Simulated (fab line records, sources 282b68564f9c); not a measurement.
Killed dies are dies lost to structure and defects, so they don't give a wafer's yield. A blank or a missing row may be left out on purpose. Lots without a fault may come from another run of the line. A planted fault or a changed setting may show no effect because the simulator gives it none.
fab line records | flow rit_cmos
record lots=6 wafers=18 last_day=7
route steps=202 shown SDANNEAL@153 PSD@157 NSD@158 PLDD@159 NLDD@160 SILICIDE@161 CONTACT@168 M1@184
lots that met no fault: from a run of the same line without faults
start_h: hours from the record's first day to the start of the lot's first wafer shown | wait_h: hours since the lot's step before | " the same as in the row above | L1.1+2: a row that stands for several wafers | - no value, or no start given | * or withheld: withheld | < > ~ a bound
route shown NAME@n: a module of which the file shows steps, and the number in the route of the first | usual: mean/standard deviation of fault-free wafers | same: alike in all rows | chamber/n: place in a boat | sites: the reading at each site | _std_site: their standard deviation | _edge_site: outer sites' mean less inner sites' | radius_mm: how far each site lies from the wafer's centre | mask NAME#n: copy n | behind: the tool/chamber that last shaped the wafer | hold: why the lot was held/for how many hours/how that ended | device: the transistor (n, p or np) that didn't switch | end of line: the same wafers' tests at the end of the route | a step without rows: its recipe alone | killed: dies lost to structure and defects at the first sort, not the wafer's yield | map: a wafer's dies, x killed, . not, _ none there
set.NAME: the setting as run; set.NAME@STEP: as run at that earlier step | model.NAME: the simulator's own value behind a step, which no gauge read
lots at some steps of the route; a table a step, a row a wafer
services: from which hour (start_h, from the record's first day; less than 0 if before it) a tool's chamber was out of use, for how many hours, and why
## steps
# step RIT_SDANNEAL_CLEAN_00
# recipe chemistry=SC1 mix=3:3:50 time_s=600 temp_c=75
# step RIT_SDANNEAL_CLEAN_01
# recipe chemistry=dHF dilution=50:1 time_s=30
# step RIT_SDANNEAL_CLEAN_02
# recipe chemistry=SC2 mix=3:3:50 time_s=600 temp_c=75 dry=n2_spin
# step RIT_SDANNEAL_RTA_03
# recipe temp_c=1050 time_s=5 idle_temp_c=600 ramp_up_c_per_s=342 ramp_down_c_per_s=171 cool_to_c=600 ambient=N2
# usual wafer_temp_C_max=1053.5/1.1
# columns lot.wafer tool chamber start_h wait_h wafer_temp_C_max
L716.2 rtp_anneal-02 0 63.61 0.0 1053.1
L716.3 " 0 " " 1051.4
L716.4 " 0 " " 1053.0
L721.3 rtp_anneal-01 0 90.24 0.0 1054.9
L721.4 " 0 " " 1054.3
L721.5 " 0 " " 1052.5
L723.1 rtp_anneal-01 0 96.37 0.0 1055.4
L723.5 " 0 " " 1053.4
L723.6 " 0 " " 1052.8
L724.1 rtp_anneal-02 0 104.80 0.0 1053.1
L724.3 " 0 " " 1055.2
L724.4 " 0 " " 1052.9
L733.2 rtp_anneal-01 0 152.47 0.0 1053.6
L733.3 " 0 " " 1050.3
L733.4 " 0 " " 1052.1
L735.2 rtp_anneal-01 0 160.43 0.0 1053.1
L735.5 " 0 " " 1053.5
L735.6 " 0 " " 1054.1
# step RIT_SDANNEAL_RS_MEAS_04
# recipe thk_meas_gauge=four-point-probe
# usual PSD_RS=114.9/0.3
# columns lot.wafer tool chamber start_h wait_h PSD_RS[ohm/sq]
L716.2 film_metro-04 - 63.68 0.1 114.6
L716.3 " - " " 114.6
L716.4 " - " " 114.7
L721.3 film_metro-04 - 90.31 0.1 114.8
L721.4 " - " " 115.3
L721.5 " - " " 115.1
L723.1 film_metro-02 - 96.43 0.0 114.6
L723.5 " - " " 114.6
L723.6 " - " " 114.7
L724.1 film_metro-04 - 104.86 0.0 114.9
L724.3 " - " " 114.8
L724.4 " - " " 114.8
L733.2 film_metro-02 - 152.54 0.1 114.4
L733.3 " - " " 114.4
L733.4 " - " " 114.4
L735.2 film_metro-02 - 160.50 0.1 114.8
L735.5 " - " " 114.6
L735.6 " - " " 115.0
# step RIT_SDANNEAL_RS_MEAS_05
# recipe thk_meas_gauge=four-point-probe
# usual NSD_RS=84.41/0.28
# columns lot.wafer tool chamber start_h wait_h NSD_RS[ohm/sq]
L716.2 film_metro-04 - 63.80 0.1 84.41
L716.3 " - " " 84.62
L716.4 " - " " 84.30
L721.3 film_metro-04 - 90.43 0.1 83.79
L721.4 " - " " 83.94
L721.5 " - " " 84.11
L723.1 film_metro-02 - 96.55 0.1 84.14
L723.5 " - " " 84.20
L723.6 " - " " 83.99
L724.1 film_metro-04 - 104.98 0.1 84.44
L724.3 " - " " 84.42
L724.4 " - " " 84.64
L733.2 film_metro-02 - 152.66 0.1 84.62
L733.3 " - " " 84.40
L733.4 " - " " 84.39
L735.2 film_metro-02 - 160.62 0.1 84.22
L735.5 " - " " 84.43
L735.6 " - " " 84.40
# step RIT_SDANNEAL_RS_MEAS_06
# recipe thk_meas_gauge=four-point-probe
# usual PLDD_RS=178.8/0.48
# columns lot.wafer tool chamber start_h wait_h PLDD_RS[ohm/sq]
L716.2 film_metro-04 - 63.92 0.1 179.3
L716.3 " - " " 179.2
L716.4 " - " " 179.0
L721.3 film_metro-04 - 90.55 0.1 177.9
L721.4 " - " " 178.8
L721.5 " - " " 178.8
L723.1 film_metro-02 - 96.67 0.1 178.6
L723.5 " - " " 178.2
L723.6 " - " " 178.2
L724.1 film_metro-04 - 105.10 0.1 178.5
L724.3 " - " " 178.0
L724.4 " - " " 178.2
L733.2 film_metro-02 - 152.78 0.1 178.0
L733.3 " - " " 177.8
L733.4 " - " " 177.9
L735.2 film_metro-02 - 160.74 0.1 178.7
L735.5 " - " " 178.8
L735.6 " - " " 178.7
# step RIT_SDANNEAL_RS_MEAS_07
# recipe thk_meas_gauge=four-point-probe
# usual NLDD_RS=153.8/0.55
# columns lot.wafer tool chamber start_h wait_h NLDD_RS[ohm/sq]
L716.2 film_metro-04 - 64.04 0.1 153.8
L716.3 " - " " 154.0
L716.4 " - " " 153.7
L721.3 film_metro-04 - 90.67 0.1 154.3
L721.4 " - " " 153.7
L721.5 " - " " 154.5
L723.1 film_metro-02 - 96.79 0.1 153.5
L723.5 " - " " 153.5
L723.6 " - " " 153.3
L724.1 film_metro-04 - 105.22 0.1 153.6
L724.3 " - " " 153.6
L724.4 " - " " 153.3
L733.2 film_metro-02 - 152.90 0.1 155.0
L733.3 " - " " 154.8
L733.4 " - " " 154.7
L735.2 film_metro-02 - 160.86 0.1 154.6
L735.5 " - " " 153.9
L735.6 " - " " 154.3
# step RIT_SILICIDE_WET_ETCH_00
# recipe chemistry=BOE target=SiO2 target_depth_nm=14 time_s=15 dry=n2_spin dilution=10:1 temp_c=21.5
# step RIT_SILICIDE_SPUTTER_01
# recipe material=Ti target_thk_nm=30 power_w=350 chamber_pressure_pa=0.667 gas=Ar time_s=246.4 substrate_temp_c=25
# step RIT_SILICIDE_RS_MEAS_02
# recipe thk_meas_gauge=four-point-probe reads=Ti_of_SILICIDE_SPUTTER_01
# usual SILICIDE_TI_RS=46.1/0.42
# columns lot.wafer tool chamber start_h wait_h SILICIDE_TI_RS[ohm/sq]
L716.2 film_metro-01 - 64.33 0.1 45.6
L716.3 " - " " 46.6
L716.4 " - " " 46.5
L721.3 film_metro-01 - 90.96 0.1 45.4
L721.4 " - " " 45.7
L721.5 " - " " 45.7
L723.1 film_metro-01 - 97.07 0.1 46.1
L723.5 " - " " 45.9
L723.6 " - " " 45.7
L724.1 film_metro-03 - 105.50 0.1 46.2
L724.3 " - " " 45.8
L724.4 " - " " 45.7
L733.2 film_metro-03 - 153.18 0.1 46.0
L733.3 " - " " 45.6
L733.4 " - " " 45.8
L735.2 film_metro-03 - 161.14 0.1 45.8
L735.5 " - " " 46.6
L735.6 " - " " 46.0
# step RIT_SILICIDE_THK_MEAS_03
# recipe thk_meas_gauge=xrf reads=Ti_of_SILICIDE_SPUTTER_01
# usual SILICIDE_TI_THK=31.19/0.26
# columns lot.wafer tool chamber start_h wait_h SILICIDE_TI_THK[nm]
L716.2 film_metro-01 - 64.44 0.1 31.41
L716.3 " - " " 30.79
L716.4 " - " " 30.99
L721.3 film_metro-01 - 91.06 0.1 31.37
L721.4 " - " " 31.21
L721.5 " - " " 31.32
L723.1 film_metro-01 - 97.19 0.1 30.88
L723.5 " - " " 31.04
L723.6 " - " " 31.33
L724.1 film_metro-03 - 105.62 0.1 31.57
L724.3 " - " " 31.60
L724.4 " - " " 31.71
L733.2 film_metro-03 - 153.29 0.1 31.12
L733.3 " - " " 31.31
L733.4 " - " " 31.28
L735.2 film_metro-03 - 161.25 0.1 31.40
L735.5 " - " " 30.93
L735.6 " - " " 31.06
# step RIT_SILICIDE_RTA_04
# recipe temp_c=650 time_s=10 idle_temp_c=25 ramp_up_s=5 ramp_down_s=5 cool_to_c=25 ambient=N2
# usual wafer_temp_C_max=654.4/1.3
# columns lot.wafer tool chamber start_h wait_h wafer_temp_C_max
L716.2 rtp_anneal-01 0 64.50 0.1 656.6
L716.3 " 0 " " 655.0
L716.4 " 0 " " 654.6
L721.3 rtp_anneal-02 0 91.12 0.1 653.4
L721.4 " 0 " " 652.8
L721.5 " 0 " " 653.0
L723.1 rtp_anneal-02 0 97.25 0.1 654.0
L723.5 " 0 " " 652.0
L723.6 " 0 " " 653.6
L724.1 rtp_anneal-01 0 105.68 0.1 654.9
L724.3 " 0 " " 655.6
L724.4 " 0 " " 655.9
L733.2 rtp_anneal-02 0 153.35 0.1 654.4
L733.3 " 0 " " 653.9
L733.4 " 0 " " 652.9
L735.2 rtp_anneal-02 0 161.31 0.1 653.3
L735.5 " 0 " " 653.4
L735.6 " 0 " " 653.8
# step RIT_SILICIDE_WET_ETCH_05
# recipe chemistry=SPM target=Ti temp_c=90 time_s=120 dry=n2_spin
# step RIT_SILICIDE_RTA_06
# recipe temp_c=750 time_s=10 idle_temp_c=25 ramp_up_s=5 ramp_down_s=10 cool_to_c=25 ambient=N2
# usual wafer_temp_C_max=755.1/1.4
# columns lot.wafer tool chamber start_h wait_h wafer_temp_C_max
L716.2 rtp_anneal-02 0 64.60 0.0 753.8
L716.3 " 0 " " 753.6
L716.4 " 0 " " 754.4
L721.3 rtp_anneal-01 0 91.23 0.0 757.2
L721.4 " 0 " " 757.1
L721.5 " 0 " " 754.9
L723.1 rtp_anneal-01 0 97.36 0.0 755.7
L723.5 " 0 " " 755.2
L723.6 " 0 " " 758.1
L724.1 rtp_anneal-02 0 105.79 0.0 753.5
L724.3 " 0 " " 753.6
L724.4 " 0 " " 753.6
L733.2 rtp_anneal-01 0 153.46 0.0 754.3
L733.3 " 0 " " 755.6
L733.4 " 0 " " 757.5
L735.2 rtp_anneal-01 0 161.42 0.0 756.0
L735.5 " 0 " " 757.7
L735.6 " 0 " " 755.2
# step RIT_CONTACT_CVD_00
# recipe material=SiO2 target_thk_nm=400 precursor=TEOS temp_c=390 time_s=61 rf_w=400
# usual heater_power_w=350/45
# columns lot.wafer tool chamber start_h wait_h heater_power_w
L716.2 pecvd-04 0 64.66 0.0 347
L716.3 " 2 " " 241
L716.4 " 1 " " 404
L721.3 pecvd-02 0 91.27 0.0 321
L721.4 " 0 " " 350
L721.5 " 1 " " 342
L723.1 pecvd-02 2 97.43 0.1 354
L723.5 " 0 " " 402
L723.6 " 2 " " 372
L724.1 pecvd-01 2 105.86 0.1 310
L724.3 " 0 " " 299
L724.4 " 1 " " 325
L733.2 pecvd-01 2 153.52 0.0 266
L733.3 " 1 " " 260
L733.4 " 1 " " 283
L735.2 pecvd-02 0 161.48 0.0 340
L735.5 " 0 " " 380
L735.6 " 2 " " 376
# step RIT_CONTACT_THK_MEAS_01
# recipe reads=SiO2_of_CONTACT_CVD_00
# usual CONTACT_TEOS_THK=401/5
# columns lot.wafer tool chamber start_h wait_h CONTACT_TEOS_THK[nm]
L716.2 film_metro-02 - 64.72 0.0 401
L716.3 " - " " 402
L716.4 " - " " 402
L721.3 film_metro-04 - 91.34 0.0 400
L721.4 " - " " 408
L721.5 " - " " 399
L723.1 film_metro-04 - 97.48 0.0 401
L723.5 " - " " 407
L723.6 " - " " 408
L724.1 film_metro-03 - 105.91 0.0 396
L724.3 " - " " 401
L724.4 " - " " 408
L733.2 film_metro-02 - 153.58 0.0 400
L733.3 " - " " 396
L733.4 " - " " 399
L735.2 film_metro-02 - 161.56 0.1 392
L735.5 " - " " 398
L735.6 " - " " 400
# step RIT_CONTACT_HMDS_02
# recipe prime_time_s=60 prime_temp_c=140
# step RIT_CONTACT_COAT_03
# recipe resist=NOVOLAK spin_rpm=3250 resist_thk_nm=1000
# step RIT_CONTACT_SOFTBAKE_04
# recipe resist=NOVOLAK temp_c=90 time_s=60
# step RIT_CONTACT_EXPOSE_05
# recipe mask_id=M11 na=0.6 source_shape=conventional sigma_outer=0.5 target_cd_nm=1000 dose_mj=250
# step RIT_CONTACT_PEB_06
# recipe resist=NOVOLAK temp_c=withheld time_s=withheld
# step RIT_CONTACT_DEVELOP_07
# recipe resist=NOVOLAK develop_time_s=120 dev_temp_c=23
# step RIT_CONTACT_CD_MEAS_08
# recipe target_cd_nm=1000
# usual cd_nm=999.2/2.2
# columns lot.wafer tool chamber start_h wait_h cd_nm
L716.2 cd_sem-02 - 65.88 - 999.4
L716.3 " - " " 997.3
L716.4 " - " " 999.8
L721.3 cd_sem-02 - 92.39 - 1000.3
L721.4 " - " " 997.5
L721.5 " - " " 999.8
L723.1 cd_sem-02 - 98.54 - 997.0
L723.5 " - " " 997.3
L723.6 " - " " 997.4
L724.1 cd_sem-01 - 106.93 - 995.9
L724.3 " - " " 995.5
L724.4 " - " " 997.2
L733.2 cd_sem-02 - 154.74 - 998.6
L733.3 " - " " 1000.2
L733.4 " - " " 1000.0
L735.2 cd_sem-02 - 162.60 - 998.9
L735.5 " - " " 998.3
L735.6 " - " " 998.0
# step RIT_CONTACT_OVL_MEAS_09
# usual CONTACT_OVL=0.3/1.2
# columns lot.wafer tool chamber start_h wait_h CONTACT_OVL[nm]
L716.2 overlay-02 - 65.99 0.1 0.7
L716.3 " - " " -0.3
L716.4 " - " " 0.6
L721.3 overlay-01 - 92.48 0.1 -0.1
L721.4 " - " " -1.0
L721.5 " - " " 0.2
L723.1 overlay-01 - 98.66 0.1 -1.6
L723.5 " - " " -0.7
L723.6 " - " " -0.6
L724.1 overlay-01 - 107.05 0.1 -0.7
L724.3 " - " " -1.9
L724.4 " - " " -0.7
L733.2 overlay-01 - 154.85 0.1 1.2
L733.3 " - " " 3.6
L733.4 " - " " 1.8
L735.2 overlay-01 - 162.71 0.1 -1.5
L735.5 " - " " -1.2
L735.6 " - " " -3.0
# step RIT_CONTACT_HARDBAKE_10
# recipe resist=NOVOLAK temp_c=140 time_s=60
# step RIT_CONTACT_ETCH_11
# recipe target_depth_a=4800 over_etch_frac=0.2 stop_on=TiSi2 chemistry=CHF3/CF4/Ar target=SiO2 CHF3_flow_sccm=50 cf4_flow_sccm=10 Ar_flow_sccm=100 O2_flow_sccm=5 pressure_mtorr=100 rf_w=200 time_s=320
# usual drypump_motor_current_A=5.6/0.52 oes_product_au=0.984/0.015 throttle_valve_pct=8.85/0.11
# columns lot.wafer tool chamber start_h wait_h drypump_motor_current_A oes_product_au rf_hours_counter_h throttle_valve_pct
L716.2 rie_diel-01 2 66.17 0.1 5.2 0.995 139 8.88
L716.3 " 0 " " 4.9 0.967 31 8.91
L716.4 " 3 " " 6.4 0.978 4 8.70
L721.3 rie_diel-01 2 92.66 0.1 5.2 0.995 140 8.90
L721.4 " 0 " " 4.8 0.970 31 8.93
L721.5 " 1 " " 6.3 1.022 - 8.68
L723.1 rie_diel-01 3 98.84 0.1 6.4 0.980 5 8.69
L723.5 " 3 " " 6.4 0.968 - 8.71
L723.6 " 0 " " 4.9 0.974 - 8.92
L724.1 rie_diel-04 3 107.24 0.1 4.8 0.960 72 9.01
L724.3 " 1 " " 5.7 0.976 29 8.74
L724.4 " 0 " " 5.9 0.976 59 8.81
L733.2 rie_diel-04 3 155.03 0.1 4.8 0.955 73 9.00
L733.3 " 1 " " 5.7 0.978 30 8.75
L733.4 " 0 " " 5.9 0.983 - 8.80
L735.2 rie_diel-03 2 162.89 0.1 5.5 0.992 78 8.81
L735.5 " 2 " " 5.6 1.001 - 8.82
L735.6 " 1 " " 5.5 0.976 - 8.96
# step RIT_CONTACT_STRIP_12
# recipe chemistry=O2 time_s=180 resist=NOVOLAK platen_temp_c=withheld power_w=500 pressure_mtorr=4000 o2_flow_sccm=4000
# usual drypump_motor_current_A=5.7/0.62
# columns lot.wafer tool chamber start_h wait_h drypump_motor_current_A rf_hours_counter_h
L716.2 plasma_asher-02 0 66.36 0.1 5.9 39
L716.3 " 0 " " 5.9 -
L716.4 " 1 " " 4.8 -
L721.3 plasma_asher-02 0 92.91 0.2 5.9 -
L721.4 " 1 " " 4.9 -
L721.5 " 1 " " 4.8 -
L723.1 plasma_asher-02 1 99.04 0.1 4.8 43
L723.5 " 0 " " 6.0 -
L723.6 " 1 " " 4.8 -
L724.1 plasma_asher-01 1 107.43 0.1 6.5 49
L724.3 " 1 " " 6.5 -
L724.4 " 0 " " 5.5 -
L733.2 plasma_asher-02 0 155.22 0.1 5.9 4
L733.3 " 0 " " 5.9 -
L733.4 " 1 " " 4.8 -
L735.2 plasma_asher-04 1 163.08 0.1 5.3 38
L735.5 " 1 " " 5.3 -
L735.6 " 0 " " 6.3 -
# step RIT_CONTACT_CD_MEAS_90
# recipe target_cd_nm=1000
# usual cd_nm=999.2/2.2
# columns lot.wafer tool chamber start_h wait_h cd_nm
L716.2 cd_sem-01 - 66.56 0.1 999.3
L716.3 " - " " 997.2
L716.4 " - " " 999.7
L721.3 cd_sem-01 - 93.06 0.1 1001.1
L721.4 " - " " 997.1
L721.5 " - " " 999.7
L723.1 cd_sem-01 - 99.21 0.1 996.4
L723.5 " - " " 997.4
L723.6 " - " " 997.5
L724.1 cd_sem-02 - 107.61 0.1 995.8
L724.3 " - " " 995.5
L724.4 " - " " 997.1
L733.2 cd_sem-01 - 155.42 0.1 998.5
L733.3 " - " " 1000.4
L733.4 " - " " 999.9
L735.2 cd_sem-01 - 163.27 0.1 999.2
L735.5 " - " " 998.8
L735.6 " - " " 998.1
# step RIT_CONTACT_CLEAN_13
# recipe chemistry=SC1 mix=3:3:50 time_s=600 temp_c=75
# step RIT_CONTACT_CLEAN_14
# recipe chemistry=SC2 mix=3:3:50 time_s=600 temp_c=75 dry=n2_spin
# step RIT_M1_SPUTTER_00
# recipe material=Al target_thk_nm=400 power_w=2000 chamber_pressure_pa=0.4 gas=Ar time_s=522.8 substrate_temp_c=25
# step RIT_M1_RS_MEAS_01
# recipe thk_meas_gauge=four-point-probe reads=Al_of_M1_SPUTTER_00
# usual M1_AL_RS=0.0698/0.00049
# columns lot.wafer tool chamber start_h wait_h M1_AL_RS[ohm/sq]
L716.2 film_metro-02 - 67.32 0.2 0.0702
L716.3 " - " " 0.0699
L716.4 " - " " 0.0703
L721.3 film_metro-04 - 94.04 0.2 0.0693
L721.4 " - " " 0.0684
L721.5 " - " " 0.0693
L723.1 film_metro-02 - 100.18 0.1 0.0695
L723.5 " - " " 0.0696
L723.6 " - " " 0.0696
L724.1 film_metro-01 - 108.37 0.1 0.0703
L724.3 " - " " 0.0699
L724.4 " - " " 0.0703
L733.2 film_metro-04 - 156.18 0.2 0.0699
L733.3 " - " " 0.0697
L733.4 " - " " 0.0691
L735.2 film_metro-04 - 164.04 0.2 0.0694
L735.5 " - " " 0.0694
L735.6 " - " " 0.0695
# step RIT_M1_THK_MEAS_02
# recipe thk_meas_gauge=xrf reads=Al_of_M1_SPUTTER_00
# usual M1_AL_THK=412/3.6
# columns lot.wafer tool chamber start_h wait_h M1_AL_THK[nm]
L716.2 film_metro-02 - 67.43 0.1 412
L716.3 " - " " 417
L716.4 " - " " 410
L721.3 film_metro-04 - 94.14 0.1 413
L721.4 " - " " 421
L721.5 " - " " 413
L723.1 film_metro-02 - 100.30 0.1 412
L723.5 " - " " 411
L723.6 " - " " 412
L724.1 film_metro-01 - 108.49 0.1 408
L724.3 " - " " 410
L724.4 " - " " 408
L733.2 film_metro-04 - 156.29 0.1 411
L733.3 " - " " 412
L733.4 " - " " 418
L735.2 film_metro-04 - 164.15 0.1 413
L735.5 " - " " 412
L735.6 " - " " 412
# step RIT_M1_HMDS_03
# recipe prime_time_s=60 prime_temp_c=140
# step RIT_M1_COAT_04
# recipe resist=NOVOLAK spin_rpm=2000 resist_thk_nm=1300
# step RIT_M1_SOFTBAKE_05
# recipe resist=NOVOLAK temp_c=90 time_s=60
# step RIT_M1_EXPOSE_06
# recipe mask_id=M12 na=0.6 source_shape=conventional sigma_outer=0.5 target_cd_nm=2600 dose_mj=250
# step RIT_M1_PEB_07
# recipe resist=NOVOLAK temp_c=withheld time_s=withheld
# step RIT_M1_DEVELOP_08
# recipe resist=NOVOLAK develop_time_s=68 dev_temp_c=23
# step RIT_M1_CD_MEAS_09
# recipe target_cd_nm=2600
# usual cd_nm=2599.8/2.1
# columns lot.wafer tool chamber start_h wait_h cd_nm
L716.2 cd_sem-02 - 68.38 - 2599.3
L716.3 " - " " 2602.6
L716.4 " - " " 2599.3
L721.3 cd_sem-02 - 95.26 - 2603.7
L721.4 " - " " 2605.5
L721.5 " - " " 2605.1
L723.1 cd_sem-01 - 101.24 - 2599.1
L723.5 " - " " 2599.1
L723.6 " - " " 2597.6
L724.1 cd_sem-01 - 109.43 - 2596.8
L724.3 " - " " 2597.6
L724.4 " - " " 2596.9
L733.2 cd_sem-02 - 157.24 - 2600.8
L733.3 " - " " 2600.5
L733.4 " - " " 2600.3
L735.2 cd_sem-01 - 165.30 - 2598.3
L735.5 " - " " 2599.0
L735.6 " - " " 2599.0
# step RIT_M1_OVL_MEAS_10
# usual M1_OVL=0.6/1.3
# columns lot.wafer tool chamber start_h wait_h M1_OVL[nm]
L716.2 overlay-02 - 68.49 0.1 1.7
L716.3 " - " " 2.2
L716.4 " - " " 2.4
L721.3 overlay-02 - 95.35 0.1 0.5
L721.4 " - " " 1.6
L721.5 " - " " -0.5
L723.1 overlay-01 - 101.36 0.1 1.6
L723.5 " - " " 0.4
L723.6 " - " " -0.4
L724.1 overlay-01 - 109.55 0.1 1.8
L724.3 " - " " -0.2
L724.4 " - " " 0.6
L733.2 overlay-02 - 157.35 0.1 2.2
L733.3 " - " " 2.6
L733.4 " - " " 3.0
L735.2 overlay-02 - 165.41 0.1 1.5
L735.5 " - " " 1.4
L735.6 " - " " 0.6
# step RIT_M1_PROBE_99
# usual killed_at_contacts=0.1/0.3 killed_at_front_end=7/3.4 killed_dies=7/3.4 killed_open=3.6/2.1 killed_short=3.5/2.1
# same gross_dies=264 killed_at_M0_to_M3=0 killed_at_M4_up=0 killed_at_back_side=0 killed_at_other=0
# columns lot.wafer tool chamber start_h wait_h killed_at_contacts killed_at_front_end killed_dies killed_open killed_short model.etest.npoly_line.line_ohm_um model.etest.ppoly_line.line_ohm_um model.etest.contact_nplus.end_ohm_um model.etest.contact_pplus.end_ohm_um model.etest.ppoly_line.width_nm model.etest.npoly_line.width_nm model.etest.npoly_line.rs_ohm_sq model.etest.ppoly_line.rs_ohm_sq
L716.2 prober-01 - 71.19 0.1 0 8 8 3 5 155.2 151.8 43.49 44.17 106.3 105.4 16.48 16
L716.3 prober-01 - 71.24 0.2 0 8 8 3 5 159.6 153.3 41.67 43.66 105.8 104.6 16.65 16.23
L716.4 prober-01 - 71.29 0.2 0 9 9 3 6 157.7 150.7 41 43.57 105.3 105 16.64 16.13
L721.3 prober-02 - 98.14 0.2 0 5 5 3 2 166.6 161.2 42.16 45.53 98.9 98.44 16.57 16.15
L721.4 prober-02 - 98.19 0.2 0 7 7 2 5 169.1 160.7 41.68 45.76 98.67 97.55 16.64 16.17
L721.5 prober-02 - 98.24 0.2 0 9 9 3 6 165.5 158.3 43.1 47.67 100.3 99.91 16.55 15.98
L723.1 prober-02 - 103.92 0.1 0 8 8 6 2 170.4 164.6 44.22 45.13 98 96.92 16.63 16.2
L723.5 prober-02 - 104.12 0.2 0 5 5 4 1 168.6 161.3 43.35 45.43 100.1 99.3 16.62 16.04
L723.6 prober-02 - 104.17 0.2 1 6 7 4 3 170.9 164.2 43.48 44.37 98.11 96.67 16.56 16.06
L724.1 prober-01 - 112.09 0.1 0 6 6 3 3 157.7 151.7 43.64 43.7 105.6 104.8 16.61 16.22
L724.3 prober-01 - 112.19 0.2 0 7 7 5 2 159.6 153.6 43.46 43.73 103.8 103 16.66 16.09
L724.4 prober-01 - 112.24 0.2 1 9 10 5 5 161.1 157.4 43.08 45.14 103.1 101.9 16.45 15.97
L733.2 prober-02 - 160.13 0.1 0 6 6 6 0 213.9 203 33.66 35.97 106.3 105.6 22.56 21.78
L733.3 prober-02 - 160.18 0.2 0 2 2 1 1 209.3 201.3 33.65 35.4 107.4 105.5 22.48 21.6
L733.4 prober-02 - 160.23 0.2 0 4 4 0 4 213.6 205.2 34.85 36.23 106.1 105.4 22.68 21.78
L735.2 prober-01 - 168.03 0.1 0 9 9 5 4 207.1 193.6 32.4 36.15 109.4 108.2 22.4 21.48
L735.5 prober-01 - 168.18 0.2 0 9 9 5 4 212 204.2 33.08 35.12 106.6 106.5 22.84 21.71
L735.6 prober-01 - 168.23 0.2 0 9 9 2 7 212.7 198.8 33.47 35.15 108.5 107.3 22.68 21.62
# killed by level:class
L716.2 GATE:geometric_particle:short=2 REOX:geometric_particle:open=2 REOX:geometric_particle:short=2 FOX1:geometric_particle:short=1 FOX1:geometric_particle:open=1
L716.3 SPACER:geometric_particle:open=2 SILICIDE:geometric_particle:short=2 FOX1:geometric_particle:short=1 GATE:geometric_particle:short=1 REOX:geometric_particle:short=1 REOX:geometric_particle:open=1
L716.4 GATE:geometric_particle:short=5 FOX1:geometric_particle:open=1 GATE:geometric_particle:open=1 SPACER:geometric_particle:short=1 SPACER:geometric_particle:open=1
L721.3 FOX1:geometric_particle:open=1 FOX1:geometric_particle:short=1 GATE:geometric_particle:open=1 SPACER:geometric_particle:open=1 SPACER:geometric_particle:short=1
L721.4 GATE:geometric_particle:short=3 SPACER:geometric_particle:short=2 GATE:geometric_particle:open=1 SPACER:geometric_particle:open=1
L721.5 GATE:geometric_particle:short=3 FOX1:geometric_particle:short=1 GATE:geometric_particle:open=1 REOX:geometric_particle:open=1 SPACER:geometric_particle:open=1 SPACER:geometric_particle:short=1 SILICIDE:geometric_particle:short=1
L723.1 REOX:geometric_particle:open=2 FOX1:geometric_particle:open=1 FOX2:geometric_particle:open=1 GATE:geometric_particle:open=1 GATE:geometric_particle:short=1 SPACER:geometric_particle:short=1 SILICIDE:geometric_particle:open=1
L723.5 FOX1:geometric_particle:short=1 FOX2:geometric_particle:open=1 GATE:geometric_particle:open=1 REOX:geometric_particle:open=1 SPACER:geometric_particle:open=1
L723.6 FOX2:geometric_particle:open=3 FOX1:geometric_particle:short=1 GATE:geometric_particle:short=1 REOX:geometric_particle:short=1 CONTACT:geometric_particle:open=1
L724.1 GATE:geometric_particle:open=2 SPACER:geometric_particle:short=2 GATE:geometric_particle:short=1 SPACER:geometric_particle:open=1
L724.3 GATE:geometric_particle:open=3 FOX1:geometric_particle:short=1 REOX:geometric_particle:open=1 REOX:geometric_particle:short=1 SILICIDE:geometric_particle:open=1
L724.4 GATE:geometric_particle:short=2 REOX:geometric_particle:open=2 SPACER:geometric_particle:open=2 FOX1:geometric_particle:short=1 SPACER:geometric_particle:short=1 SILICIDE:geometric_particle:short=1 CONTACT:geometric_particle:open=1
L733.2 GATE:geometric_particle:open=2 ACTIVE:geometric_particle:open=1 FOX1:geometric_particle:open=1 SPACER:geometric_particle:open=1 SILICIDE:geometric_particle:open=1
L733.3 FOX2:geometric_particle:short=1 SILICIDE:geometric_particle:open=1
L733.4 FOX2:geometric_particle:short=3 SILICIDE:geometric_particle:short=1
L735.2 REOX:geometric_particle:short=2 SPACER:geometric_particle:open=2 ACTIVE:geometric_particle:open=1 FOX1:geometric_particle:open=1 FOX1:geometric_particle:short=1 FOX2:geometric_particle:open=1 GATE:geometric_particle:short=1
L735.5 GATE:geometric_particle:short=2 GATE:geometric_particle:open=2 FOX1:geometric_particle:open=1 REOX:geometric_particle:short=1 REOX:geometric_particle:open=1 SPACER:geometric_particle:short=1 SPACER:geometric_particle:open=1
L735.6 SPACER:geometric_particle:short=3 REOX:geometric_particle:short=2 GATE:geometric_particle:short=1 SILICIDE:geometric_particle:open=1 SPACER:geometric_particle:open=1 SILICIDE:geometric_particle:short=1
## services
# columns tool chamber start_h hours kind
rie_diel-04 1 59.89 7.6 repair
rie_diel-04 - 66.83 0.9 repair
pecvd-01 - 73.15 28.1 pm
plasma_asher-02 - 77.49 2.8 pm
pecvd-04 0 78.37 1.7 repair
pecvd-02 1 92.42 2.0 repair
rie_diel-03 - 94.12 0.2 repair
plasma_asher-02 - 108.75 9.0 pm
plasma_asher-02 0 108.75 9.0 vent_cycle
plasma_asher-02 1 108.75 9.0 vent_cycle
plasma_asher-02 0 117.75 - clean
plasma_asher-02 1 117.75 - clean
rie_diel-01 1 127.12 10.1 repair
rie_diel-03 3 129.62 4.2 repair
rie_diel-04 2 129.77 - clean
rie_diel-04 2 129.77 32.4 scheduled_down
rie_diel-04 2 129.77 32.4 vent_cycle
rie_diel-01 1 137.20 - clean
rie_diel-01 1 137.20 23.5 scheduled_down
rie_diel-01 1 137.20 23.5 vent_cycle
plasma_asher-01 - 141.93 2.8 pm
plasma_asher-02 - 143.74 0.5 repair
rie_diel-04 3 145.48 5.7 repair
pecvd-02 1 149.16 21.3 repair
## key
first_sign none at tools or gauges
model_effect step=RIT_M1_PROBE_99 value=etest.npoly_line.line_ohm_um without=167.9 struck=211.4
met_at RIT_SILICIDE_RTA_04
struck_wafers L733.2,L733.3,L733.4,L735.2,L735.5,L735.6
tester_left_out L733,L735
onset_between 97.25 153.35
also_fits time
fault kind=process_parameter_drift tool=rtp_anneal-02 chamber=- onset_h=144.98 steps=RIT_SILICIDE_RTA_04 channel=time_s offset=* shape=step end_h=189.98 acts_in=* stated=*
# tester_left_out: of these lots the tester's yield and bins aren't shown, on N5 and GAA mostly nor the transistor test; their killed dies are dies lost to structure and defects alone, not to doping, threshold or leakage, so they don't give the yield
